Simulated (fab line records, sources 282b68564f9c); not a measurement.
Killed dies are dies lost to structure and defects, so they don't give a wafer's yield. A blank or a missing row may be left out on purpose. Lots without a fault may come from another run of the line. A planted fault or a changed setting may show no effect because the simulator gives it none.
One fault seen from 2 desks | flow rit_cmos | each desk has only its own numbers; what lay behind them comes last

THE TOOL OWNER'S DESK: lpcvd-01
The tool's own readings at RIT_GATE_CVD_08 (deposits poly-Si from SiH4, target thk 250 nm, time 2220 s): means of the sampled wafers that have a number, for each lot that ran on this tool. A lot is out of limits, marked OUT, if its mean lies more than 4 standard deviations from the usual mean; the brackets give that distance.
Columns: A = spike_tc_centre_C at RIT_GATE_CVD_08, usual 612.5 C; B = spike_tc_load_C at RIT_GATE_CVD_08, usual 630.2 C; C = susceptor_temp_C at RIT_GATE_CVD_08, usual 609.99 C
lot  | first seen here | A     | B     | C
L667 | day 2 10:22     | 612.4 | 627.3 | 610.18
L668 | day 2 15:43     | 613.7 | 630.6 | 609.83
L669 | day 2 19:01     | 613.9 | 630.3 | 609.84
L670 | day 3 01:23     | 613.7 | 630.9 | 610.13
L671 | day 3 06:10     | 613.6 | 629.9 | 610.24
L672 | day 3 15:32     | 613.1 | 630.8 | 609.74
L673 | day 3 21:43     | 611.8 | 630.8 | 609.74
L674 | day 3 23:19     | 612.7 | 627.3 | 610.56
L678 | day 4 20:22     | 612.7 | 630.6 | 609.83
L679 | day 5 02:56     | 611.8 | 628.3 | 610.20
L687 | day 6 13:41     | 608.4 | 626.7 | 605.96 (-14) OUT
L688 | day 6 19:41     | 608.1 | 625.7 | 605.72 (-15) OUT
This desk's finding: out of limits on L687, L688; first on L687, day 6 13:41 (susceptor_temp_C at RIT_GATE_CVD_08). In limits: L667, L668, L669, L670, L671, L672, L673, L674, L678, L679.

THE METROLOGY DESK
What the gauges read, lot by lot, whatever tool the lot ran on: means of the sampled wafers that have a number. A lot is out of limits, marked OUT, if its mean lies more than 4 standard deviations from the usual mean; the brackets give that distance.
Columns: A = GATE_POLY_THK at RIT_GATE_THK_MEAS_09, usual 247.9 nm
lot  | first seen here | A
L667 | day 2 11:59     | 247.9
L668 | day 2 17:19     | 249.4
L669 | day 2 20:39     | 249.4
L670 | day 3 03:01     | 245.7
L671 | day 3 07:47     | 248.0
L672 | day 3 17:09     | 247.3
L673 | day 3 23:20     | 247.0
L674 | day 4 00:57     | 249.3
L675 | day 4 03:50     | 250.7
L677 | day 4 15:40     | 247.4
L678 | day 4 21:59     | 249.2
L679 | day 5 04:33     | 249.1
L687 | day 6 15:17     | 226.4 (-10) OUT
L688 | day 6 21:19     | 224.7 (-11) OUT
This desk's finding: out of limits on L687, L688; first on L687, day 6 15:17 (GATE_POLY_THK at RIT_GATE_THK_MEAS_09). In limits: L667, L668, L669, L670, L671, L672, L673, L674, L675, L677, L678, L679.

PUT TOGETHER
The tool owner's desk could have raised an alarm at day 6 13:41, on L687, L688.
The metrology desk could have raised an alarm at day 6 15:17, on L687, L688.
Of the lots named, all ran RIT_GATE_CVD_08 on lpcvd-01.

WHAT THE SIMULATOR HAD PUT IN
Process parameter drift: lpcvd-01, from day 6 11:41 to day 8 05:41, at RIT_GATE_CVD_08. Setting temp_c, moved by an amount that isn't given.
Lots struck among those shown: L687, L688.
Hours from the fault's start to each desk's first reading out of limits: the tool owner's desk, 2; the metrology desk, 4.
